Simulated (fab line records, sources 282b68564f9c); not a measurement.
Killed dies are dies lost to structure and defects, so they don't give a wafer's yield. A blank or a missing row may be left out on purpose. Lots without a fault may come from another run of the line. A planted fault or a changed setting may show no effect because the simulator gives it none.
fab line records | flow rit_cmos
record lots=15 wafers=45 last_day=7
route steps=202 shown ACTIVE@3 NLDD@105 CONTACT@176 M1@202
lots that met no fault: from a run of the same line without faults
start_h: hours from the record's first day to the start of the lot's first wafer shown | wait_h: hours since the lot's step before | " the same as in the row above | L1.1+2: a row that stands for several wafers | - no value, or no start given | * or withheld: withheld | < > ~ a bound
route shown NAME@n: a module of which the file shows steps, and the number in the route of the first | usual: mean/standard deviation of fault-free wafers | same: alike in all rows | chamber/n: place in a boat | sites: the reading at each site | _std_site: their standard deviation | _edge_site: outer sites' mean less inner sites' | radius_mm: how far each site lies from the wafer's centre | mask NAME#n: copy n | behind: the tool/chamber that last shaped the wafer | hold: why the lot was held/for how many hours/how that ended | device: the transistor (n, p or np) that didn't switch | end of line: the same wafers' tests at the end of the route | a step without rows: its recipe alone | killed: dies lost to structure and defects at the first sort, not the wafer's yield | map: a wafer's dies, x killed, . not, _ none there
set.NAME: the setting as run; set.NAME@STEP: as run at that earlier step | model.NAME: the simulator's own value behind a step, which no gauge read
steps of the route over a sample of lots; a table a step, a row a wafer
services: from which hour (start_h, from the record's first day; less than 0 if before it) a tool's chamber was out of use, for how many hours, and why
## steps
# step RIT_ACTIVE_THK_MEAS_02
# recipe reads=SiO2_of_ACTIVE_OXIDATION_01
# usual ACTIVE_OXIDE_THK=47.0/0.82
# columns lot.wafer tool chamber start_h wait_h ACTIVE_OXIDE_THK[nm]
L806.1 film_metro-02 - 12.87 0.0 47.0
L806.4 " - " " 46.7
L806.6 " - " " 47.0
L807.1 film_metro-04 - 17.39 0.0 48.4
L807.3 " - " " 47.9
L807.4 " - " " 47.9
L808.2 film_metro-03 - 22.06 0.0 46.9
L808.4 " - " " 46.3
L808.6 " - " " 47.2
L809.3 film_metro-02 - 27.64 0.0 46.9
L809.4 " - " " 46.7
L809.5 " - " " 47.4
L810.2 film_metro-03 - 32.61 0.0 48.0
L810.4 " - " " 48.1
L810.6 " - " " 48.7
L811.1 film_metro-04 - 37.33 0.0 47.2
L811.2 " - " " 47.8
L811.5 " - " " 47.1
L820.3 film_metro-02 - 83.03 0.0 46.9
L820.5 " - " " 46.7
L820.6 " - " " 46.0
L822.3 film_metro-04 - 92.07 0.0 46.7
L822.4 " - " " 47.6
L822.5 " - " " 46.9
L823.1 film_metro-02 - 97.40 0.0 46.7
L823.2 " - " " 46.0
L823.6 " - " " 46.0
L824.2 film_metro-04 - 102.38 0.0 46.9
L824.4 " - " " 46.7
L824.6 " - " " 45.9
L825.1 film_metro-04 - 107.05 0.0 45.7
L825.4 " - " " 45.1
L825.6 " - " " 45.7
L826.1 film_metro-03 - 112.05 0.0 48.1
L826.5 " - " " 47.2
L826.6 " - " " 47.1
L827.2 film_metro-02 - 117.26 0.0 48.2
L827.3 " - " " 48.0
L827.4 " - " " 48.2
L828.2 film_metro-02 - 122.95 0.0 47.1
L828.4 " - " " 45.8
L828.5 " - " " 45.6
L829.3 film_metro-04 - 127.07 0.0 48.0
L829.4 " - " " 46.5
L829.5 " - " " 47.7
# step RIT_NLDD_SOFTBAKE_02
# recipe resist=NOVOLAK temp_c=90 time_s=60
# usual heater_power_total_W=34.56/0.051 plate_temp_C=90.01/0.13
# columns lot.wafer tool chamber start_h wait_h heater_power_total_W plate_temp_C
L806.1 litho_track-03 0 44.56 0.1 34.64 89.74
L806.4 " 0 " " 34.65 89.82
L806.6 " 0 " " 34.59 89.77
L807.1 litho_track-03 0 47.42 0.1 34.53 89.86
L807.3 " 0 " " 34.49 89.99
L807.4 " 0 " " 34.49 90.15
L808.2 litho_track-03 0 52.04 0.1 34.57 90.08
L808.4 " 0 " " 34.53 90.10
L808.6 " 0 " " 34.54 90.07
L809.3 litho_track-03 0 60.12 0.1 36.66 93.93
L809.4 " 0 " " 36.74 93.79
L809.5 " 0 " " 36.71 94.00
L810.2 litho_track-03 0 62.05 0.1 36.78 93.82
L810.4 " 0 " " 36.69 93.74
L810.6 " 0 " " 36.67 93.78
L811.1 litho_track-03 0 72.93 0.1 36.55 93.76
L811.2 " 0 " " 36.70 93.91
L811.5 " 0 " " 36.77 93.96
L820.3 litho_track-04 0 113.39 0.1 34.60 89.83
L820.5 " 0 " " 34.52 89.72
L820.6 " 0 " " 34.57 89.93
L822.3 litho_track-01 0 121.53 0.1 34.56 90.07
L822.4 " 0 " " 34.52 89.99
L822.5 " 0 " " 34.57 90.09
L823.1 litho_track-04 0 126.77 0.1 34.57 89.89
L823.2 " 0 " " 34.50 89.96
L823.6 " 0 " " 34.61 89.90
L824.2 litho_track-03 0 133.31 0.1 34.65 89.96
L824.4 " 0 " " 34.51 90.16
L824.6 " 0 " " 34.50 90.24
L825.1 litho_track-04 0 140.64 0.1 34.47 89.90
L825.4 " 0 " " 34.51 90.04
L825.6 " 0 " " 34.55 89.86
L826.1 litho_track-01 0 146.18 0.1 34.59 89.92
L826.5 " 0 " " 34.60 89.92
L826.6 " 0 " " 34.50 89.89
L827.2 litho_track-03 0 147.79 0.1 34.61 89.97
L827.3 " 0 " " 34.56 90.08
L827.4 " 0 " " 34.62 90.17
L828.2 litho_track-04 0 153.15 0.1 34.67 90.09
L828.4 " 0 " " 34.59 89.94
L828.5 " 0 " " 34.59 90.01
L829.3 litho_track-04 0 161.75 0.1 34.58 90.16
L829.4 " 0 " " 34.57 90.14
L829.5 " 0 " " 34.55 90.10
# step RIT_CONTACT_CD_MEAS_08
# recipe target_cd_nm=1000
# usual cd_nm=999.5/2.1
# columns lot.wafer tool chamber start_h wait_h cd_nm
L806.1 cd_sem-01 - 55.48 - 999.4
L806.4 " - " " 999.7
L806.6 " - " " 1000.3
L807.1 cd_sem-02 - 58.25 - 1000.2
L807.3 " - " " 1000.3
L807.4 " - " " 999.7
L808.2 cd_sem-01 - 63.24 - 1002.0
L808.4 " - " " 998.9
L808.6 " - " " 1002.1
L809.3 cd_sem-02 - 71.31 - 998.1
L809.4 " - " " 998.0
L809.5 " - " " 999.9
L810.2 cd_sem-02 - 73.50 - 1003.2
L810.4 " - " " 1002.9
L810.6 " - " " 1003.7
L811.1 cd_sem-02 - 84.01 - 998.8
L811.2 " - " " 996.8
L811.5 " - " " 996.9
L820.3 cd_sem-01 - 124.62 - 999.5
L820.5 " - " " 999.8
L820.6 " - " " 999.8
L822.3 cd_sem-02 - 132.50 - 1000.0
L822.4 " - " " 1000.3
L822.5 " - " " 999.4
L823.1 cd_sem-02 - 138.01 - 998.9
L823.2 " - " " 997.5
L823.6 " - " " 995.5
L824.2 cd_sem-02 - 144.30 - 1001.0
L824.4 " - " " 1000.4
L824.6 " - " " 1000.5
L825.1 cd_sem-02 - 151.96 - 999.2
L825.4 " - " " 1000.7
L825.6 " - " " 1001.5
L826.1 cd_sem-02 - 157.53 - 995.2
L826.5 " - " " 995.2
L826.6 " - " " 996.1
L827.2 cd_sem-02 - 158.98 - 1001.5
L827.3 " - " " 1002.0
L827.4 " - " " 999.6
L828.2 cd_sem-02 - 164.15 - 1003.1
L828.4 " - " " 1004.3
L828.5 " - " " 1002.8
L829.3 cd_sem-02 - 172.62 - 998.3
L829.4 " - " " 996.3
L829.5 " - " " 997.7
# step RIT_CONTACT_ETCH_11
# recipe target_depth_a=4800 over_etch_frac=0.2 stop_on=TiSi2 chemistry=CHF3/CF4/Ar target=SiO2 CHF3_flow_sccm=50 cf4_flow_sccm=10 Ar_flow_sccm=100 O2_flow_sccm=5 pressure_mtorr=100 rf_w=200 time_s=320
# usual drypump_motor_current_A=5.7/0.45 oes_product_au=0.994/0.016 throttle_valve_pct=8.90/0.14
# same over_etch_frac=0.2
# columns lot.wafer tool chamber start_h wait_h drypump_motor_current_A oes_product_au rf_hours_counter_h throttle_valve_pct
L806.1 rie_diel-04 1 55.79 0.1 5.7 0.998 4 8.94
L806.4 " 0 " " 5.9 1.001 124 8.95
L806.6 " 2 " " 5.5 0.976 - 8.89
L807.1 rie_diel-02 3 58.57 0.1 5.3 1.018 132 9.03
L807.3 " 1 " " 5.2 0.975 66 8.74
L807.4 " 0 " " 6.3 1.011 4 9.18
L808.2 rie_diel-04 2 63.52 0.1 5.5 0.978 1 8.91
L808.4 " 3 " " 6.4 1.011 18 9.02
L808.6 " 0 " " 5.9 1.002 - 8.95
L809.3 rie_diel-01 3 71.57 0.1 4.9 0.973 165 8.89
L809.4 " 0 " " 5.8 0.971 108 8.66
L809.5 " 1 " " 5.3 1.006 - 8.78
L810.2 rie_diel-02 2 73.79 0.1 6.2 1.004 14 8.89
L810.4 " 1 " " 5.2 0.981 66 8.74
L810.6 " 0 " " 6.2 1.012 - 9.18
L811.1 rie_diel-01 1 84.32 0.1 5.3 1.008 72 8.78
L811.2 " 0 " " 5.7 0.971 109 8.66
L811.5 " 2 " " 5.3 0.994 - 8.84
L820.3 rie_diel-02 2 124.89 0.1 6.2 1.002 15 8.88
L820.5 " 1 " " 5.2 0.982 - 8.74
L820.6 " 0 " " 6.3 1.017 - 9.17
L822.3 rie_diel-01 0 132.76 0.1 5.7 0.963 110 8.67
L822.4 " 1 " " 5.3 1.000 - 8.78
L822.5 " 0 " " 5.7 0.965 - 8.67
L823.1 rie_diel-02 0 138.32 0.1 6.2 1.011 5 9.18
L823.2 " 1 " " 5.2 0.976 67 8.72
L823.6 " 3 " " 5.3 1.017 - 9.04
L824.2 rie_diel-01 3 144.58 0.1 4.9 0.973 1 8.88
L824.4 " 1 " " 5.3 1.001 74 8.80
L824.6 " 2 " " 5.3 0.991 - 8.84
L825.1 rie_diel-02 0 152.27 0.1 6.3 1.013 6 9.18
L825.4 " 3 " " 5.3 1.012 133 9.04
L825.6 " 3 " " 5.3 1.020 - 9.04
L826.1 rie_diel-01 1 157.84 0.1 5.3 0.996 74 8.78
L826.5 " 1 " " 5.3 1.003 - 8.78
L826.6 " 2 " " 5.3 0.980 - 8.84
L827.2 rie_diel-04 3 159.26 0.1 6.5 1.008 20 9.01
L827.3 " 1 " " 5.6 0.998 6 8.93
L827.4 " 2 " " 5.5 0.968 3 8.90
L828.2 rie_diel-01 2 164.44 0.1 5.3 0.990 115 8.84
L828.4 " 1 " " 5.3 0.995 74 8.79
L828.5 " 2 " " 5.2 0.985 - 8.82
L829.3 rie_diel-02 3 172.89 0.1 5.3 1.014 134 9.05
L829.4 " 0 " " 6.3 1.013 6 9.18
L829.5 " 3 " " 5.3 1.026 - 9.04
# step RIT_M1_PROBE_99
# usual killed_at_contacts=0.0/0.2 killed_at_front_end=6.6/2.9 killed_dies=6.6/3 killed_open=3.4/2 killed_short=3.2/2
# same gross_dies=264 killed_at_M0_to_M3=0 killed_at_M4_up=0 killed_at_back_side=0 killed_at_other=0
# columns lot.wafer tool chamber start_h wait_h killed_at_contacts killed_at_front_end killed_dies killed_open killed_short
L806.1 prober-01 - 60.81 0.1 0 4 4 1 3
L806.4 prober-01 - 60.96 0.2 0 7 7 4 3
L806.6 prober-01 - 61.06 0.2 0 7 7 2 5
L807.1 prober-02 - 63.57 0.1 0 9 9 8 1
L807.3 prober-02 - 63.67 0.2 0 8 8 3 5
L807.4 prober-02 - 63.72 0.2 1 11 12 7 5
L808.2 prober-01 - 68.90 0.1 0 14 14 7 7
L808.4 prober-01 - 69.00 0.2 0 7 7 4 3
L808.6 prober-01 - 69.10 0.2 0 10 10 7 3
L809.3 prober-01 - 76.65 0.2 0 8 8 2 6
L809.4 prober-01 - 76.70 0.2 0 5 5 1 4
L809.5 prober-01 - 76.75 0.2 0 11 11 7 4
L810.2 prober-02 - 78.82 0.1 0 6 6 3 3
L810.4 prober-02 - 78.92 0.2 0 10 10 5 5
L810.6 prober-02 - 79.02 0.2 0 4 4 2 2
L811.1 prober-01 - 89.29 0.1 0 13 13 7 6
L811.2 prober-01 - 89.34 0.1 0 4 4 3 1
L811.5 prober-01 - 89.49 0.2 0 7 7 2 5
L820.3 prober-02 - 130.29 0.2 0 7 7 6 1
L820.5 prober-02 - 130.39 0.2 0 6 6 4 2
L820.6 prober-02 - 130.44 0.2 0 2 2 1 1
L822.3 prober-02 - 137.80 0.2 0 6 6 3 3
L822.4 prober-02 - 137.85 0.2 0 4 4 1 3
L822.5 prober-02 - 137.90 0.2 0 2 2 0 2
L823.1 prober-01 - 143.54 0.1 0 7 7 2 5
L823.2 prober-01 - 143.59 0.1 0 13 13 4 9
L823.6 prober-01 - 143.79 0.2 0 12 12 7 5
L824.2 prober-02 - 149.71 0.1 0 7 7 4 3
L824.4 prober-02 - 149.81 0.2 1 6 7 5 2
L824.6 prober-02 - 149.91 0.2 0 7 7 4 3
L825.1 prober-01 - 157.46 0.1 0 9 9 5 4
L825.4 prober-01 - 157.61 0.2 0 5 5 3 2
L825.6 prober-01 - 157.71 0.2 0 4 4 2 2
L826.1 prober-02 - 162.99 0.1 0 6 6 4 2
L826.5 prober-02 - 163.19 0.2 0 13 13 9 4
L826.6 prober-02 - 163.24 0.2 0 4 4 1 3
L827.2 prober-01 - 164.54 0.1 0 7 7 3 4
L827.3 prober-01 - 164.59 0.2 0 8 8 6 2
L827.4 prober-01 - 164.64 0.2 0 6 6 4 2
L828.2 prober-02 - 169.36 0.1 0 10 10 8 2
L828.4 prober-02 - 169.46 0.2 0 13 13 4 9
L828.5 prober-02 - 169.51 0.2 0 7 7 5 2
L829.3 prober-01 - 177.93 0.2 0 7 7 4 3
L829.4 prober-01 - 177.98 0.2 0 6 6 1 5
L829.5 prober-01 - 178.03 0.2 0 8 8 3 5
# killed by level:class
L806.1 FOX1:geometric_particle:short=1 GATE:geometric_particle:short=1 REOX:geometric_particle:short=1 SILICIDE:geometric_particle:open=1
L806.4 FOX1:geometric_particle:open=2 FOX2:geometric_particle:open=1 FOX2:geometric_particle:short=1 REOX:geometric_particle:short=1 SPACER:geometric_particle:open=1 SILICIDE:geometric_particle:short=1
L806.6 GATE:geometric_particle:short=2 FOX1:geometric_particle:short=1 FOX2:geometric_particle:open=1 GATE:geometric_particle:open=1 REOX:geometric_particle:short=1 SPACER:geometric_particle:short=1
L807.1 GATE:geometric_particle:open=3 SPACER:geometric_particle:open=3 FOX2:geometric_particle:open=1 GATE:geometric_particle:short=1 REOX:geometric_particle:open=1
L807.3 GATE:geometric_particle:short=3 GATE:geometric_particle:open=2 ACTIVE:geometric_particle:short=1 FOX1:geometric_particle:short=1 FOX2:geometric_particle:open=1
L807.4 REOX:geometric_particle:open=3 FOX1:geometric_particle:short=2 FOX2:geometric_particle:open=1 FOX2:geometric_particle:short=1 GATE:geometric_particle:short=1 GATE:geometric_particle:open=1 SPACER:geometric_particle:open=1 SILICIDE:geometric_particle:open=1
L808.2 GATE:geometric_particle:open=5 GATE:geometric_particle:short=5 ACTIVE:geometric_particle:open=1 REOX:geometric_particle:short=1 SPACER:geometric_particle:open=1 SPACER:geometric_particle:short=1
L808.4 GATE:geometric_particle:open=2 GATE:geometric_particle:short=1 REOX:geometric_particle:open=1 SPACER:geometric_particle:short=1 SPACER:geometric_particle:open=1 SILICIDE:geometric_particle:short=1
L808.6 REOX:geometric_particle:open=3 FOX1:geometric_particle:open=2 GATE:geometric_particle:open=2 GATE:geometric_particle:short=2 FOX1:geometric_particle:short=1
L809.3 GATE:geometric_particle:short=2 FOX1:geometric_particle:short=1 FOX2:geometric_particle:short=1 GATE:geometric_particle:open=1 SPACER:geometric_particle:open=1 SPACER:geometric_particle:short=1 SILICIDE:geometric_particle:short=1
L809.4 GATE:geometric_particle:short=2 FOX1:geometric_particle:open=1 REOX:geometric_particle:short=1 SPACER:geometric_particle:short=1
L809.5 GATE:geometric_particle:open=3 FOX1:geometric_particle:open=2 REOX:geometric_particle:open=2 FOX1:geometric_particle:short=1 FOX2:geometric_particle:short=1 GATE:geometric_particle:short=1 REOX:geometric_particle:short=1
L810.2 REOX:geometric_particle:open=2 REOX:geometric_particle:short=2 GATE:geometric_particle:short=1 SILICIDE:geometric_particle:open=1
L810.4 FOX1:geometric_particle:open=3 GATE:geometric_particle:short=3 FOX1:geometric_particle:short=1 GATE:geometric_particle:open=1 SILICIDE:geometric_particle:short=1 SILICIDE:geometric_particle:open=1
L810.6 FOX1:geometric_particle:short=2 FOX1:geometric_particle:open=1 FOX2:geometric_particle:open=1
L811.1 GATE:geometric_particle:open=4 GATE:geometric_particle:short=3 FOX1:geometric_particle:open=2 FOX1:geometric_particle:short=2 REOX:geometric_particle:short=1 SILICIDE:geometric_particle:open=1
L811.2 GATE:geometric_particle:open=2 FOX1:geometric_particle:open=1 GATE:geometric_particle:short=1
L811.5 GATE:geometric_particle:short=2 SPACER:geometric_particle:open=2 FOX1:geometric_particle:short=1 FOX2:geometric_particle:short=1 SILICIDE:geometric_particle:short=1
L820.3 FOX1:geometric_particle:open=3 FOX1:geometric_particle:short=1 FOX2:geometric_particle:open=1 GATE:geometric_particle:open=1 SPACER:geometric_particle:open=1
L820.5 GATE:geometric_particle:open=2 FOX2:geometric_particle:short=1 REOX:geometric_particle:open=1 REOX:geometric_particle:short=1 SILICIDE:geometric_particle:open=1
L820.6 GATE:geometric_particle:open=1 GATE:geometric_particle:short=1
L822.3 SPACER:geometric_particle:open=3 FOX1:geometric_particle:short=1 GATE:geometric_particle:short=1 SPACER:geometric_particle:short=1
L822.4 GATE:geometric_particle:short=2 GATE:geometric_particle:open=1 SILICIDE:geometric_particle:short=1
L822.5 GATE:geometric_particle:short=1 SPACER:geometric_particle:short=1
L823.1 FOX1:geometric_particle:short=3 FOX1:geometric_particle:open=1 GATE:geometric_particle:open=1 GATE:geometric_particle:short=1 SILICIDE:geometric_particle:short=1
L823.2 GATE:geometric_particle:short=5 GATE:geometric_particle:open=3 FOX1:geometric_particle:short=2 FOX1:geometric_particle:open=1 REOX:geometric_particle:short=1 SILICIDE:geometric_particle:short=1
L823.6 GATE:geometric_particle:open=5 GATE:geometric_particle:short=2 SILICIDE:geometric_particle:open=2 FOX1:geometric_particle:short=1 REOX:geometric_particle:short=1 SILICIDE:geometric_particle:short=1
L824.2 FOX2:geometric_particle:short=1 GATE:geometric_particle:short=1 GATE:geometric_particle:open=1 REOX:geometric_particle:open=1 SPACER:geometric_particle:short=1 SPACER:geometric_particle:open=1 SILICIDE:geometric_particle:open=1
L824.4 FOX2:geometric_particle:open=2 GATE:geometric_particle:short=2 GATE:geometric_particle:open=1 SILICIDE:geometric_particle:open=1 CONTACT:geometric_particle:open=1
L824.6 SPACER:geometric_particle:open=3 FOX2:geometric_particle:short=2 FOX1:geometric_particle:short=1 FOX1:geometric_particle:open=1
L825.1 GATE:geometric_particle:open=4 GATE:geometric_particle:short=3 REOX:geometric_particle:open=1 SILICIDE:geometric_particle:short=1
L825.4 FOX2:geometric_particle:open=1 GATE:geometric_particle:short=1 GATE:geometric_particle:open=1 REOX:geometric_particle:short=1 REOX:geometric_particle:open=1
L825.6 GATE:geometric_particle:open=2 FOX2:geometric_particle:short=1 REOX:geometric_particle:short=1
L826.1 GATE:geometric_particle:open=3 ACTIVE:geometric_particle:short=1 GATE:geometric_particle:short=1 SILICIDE:geometric_particle:open=1
L826.5 GATE:geometric_particle:open=7 SILICIDE:geometric_particle:short=2 FOX1:geometric_particle:open=1 GATE:geometric_particle:short=1 SPACER:geometric_particle:short=1 SILICIDE:geometric_particle:open=1
L826.6 FOX1:geometric_particle:short=2 GATE:geometric_particle:short=1 GATE:geometric_particle:open=1
L827.2 GATE:geometric_particle:short=3 GATE:geometric_particle:open=2 FOX1:geometric_particle:open=1 REOX:geometric_particle:short=1
L827.3 FOX1:geometric_particle:open=2 GATE:geometric_particle:short=2 GATE:geometric_particle:open=2 REOX:geometric_particle:open=2
L827.4 REOX:geometric_particle:short=2 SPACER:geometric_particle:open=2 FOX1:geometric_particle:open=1 GATE:geometric_particle:open=1
L828.2 GATE:geometric_particle:open=4 SILICIDE:geometric_particle:open=4 FOX2:geometric_particle:short=1 GATE:geometric_particle:short=1
L828.4 GATE:geometric_particle:short=4 GATE:geometric_particle:open=3 SILICIDE:geometric_particle:short=2 FOX1:geometric_particle:short=1 FOX2:geometric_particle:short=1 SPACER:geometric_particle:short=1 SILICIDE:geometric_particle:open=1
L828.5 GATE:geometric_particle:open=4 SILICIDE:geometric_particle:short=2 SPACER:geometric_particle:open=1
L829.3 GATE:geometric_particle:open=2 FOX1:geometric_particle:open=1 FOX1:geometric_particle:short=1 FOX2:geometric_particle:open=1 REOX:geometric_particle:short=1 SPACER:geometric_particle:short=1
L829.4 GATE:geometric_particle:short=3 SPACER:geometric_particle:open=1 SPACER:geometric_particle:short=1 SILICIDE:geometric_particle:short=1
L829.5 GATE:geometric_particle:open=2 SILICIDE:geometric_particle:short=2 FOX1:geometric_particle:short=1 FOX2:geometric_particle:short=1 GATE:geometric_particle:short=1 SPACER:geometric_particle:open=1
## services
# columns tool chamber start_h hours kind
rie_diel-01 2 26.16 9.3 repair
rie_diel-01 - 29.30 2.1 repair
rie_diel-01 - 37.07 14.6 pm
rie_diel-04 - 46.44 2.8 pm
rie_diel-01 3 76.00 - clean
rie_diel-01 3 76.00 20.0 scheduled_down
rie_diel-01 3 76.00 20.0 vent_cycle
rie_diel-01 1 91.97 6.0 repair
rie_diel-01 0 99.73 3.7 repair
rie_diel-01 - 108.20 0.7 repair
rie_diel-01 1 123.27 3.6 repair
rie_diel-02 - 128.31 1.4 repair
rie_diel-02 2 131.29 5.3 repair
rie_diel-01 2 132.34 2.6 repair
## key
first_sign step=RIT_NLDD_SOFTBAKE_02 reading=heater_power_total_W direction=up sigmas=42 usual=34.56 struck=36.70
effect step=RIT_NLDD_SOFTBAKE_02 reading=plate_temp_C direction=up sigmas=29 usual=* struck=*
met_at RIT_NLDD_SOFTBAKE_02
struck_lots L809,L810,L811
tester_left_out L809,L810,L811
not_acting_at RIT_ACTIVE_THK_MEAS_02,RIT_CONTACT_CD_MEAS_08,RIT_CONTACT_ETCH_11
onset_between 52.04 60.12
fault kind=process_parameter_drift tool=litho_track-03 chamber=- onset_h=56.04 steps=RIT_NLDD_SOFTBAKE_02 channel=temp_c offset=* shape=step end_h=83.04 acts_in=* stated=*
# tester_left_out: of these lots the tester's yield and bins aren't shown, on N5 and GAA mostly nor the transistor test; their killed dies are dies lost to structure and defects alone, not to doping, threshold or leakage, so they don't give the yield
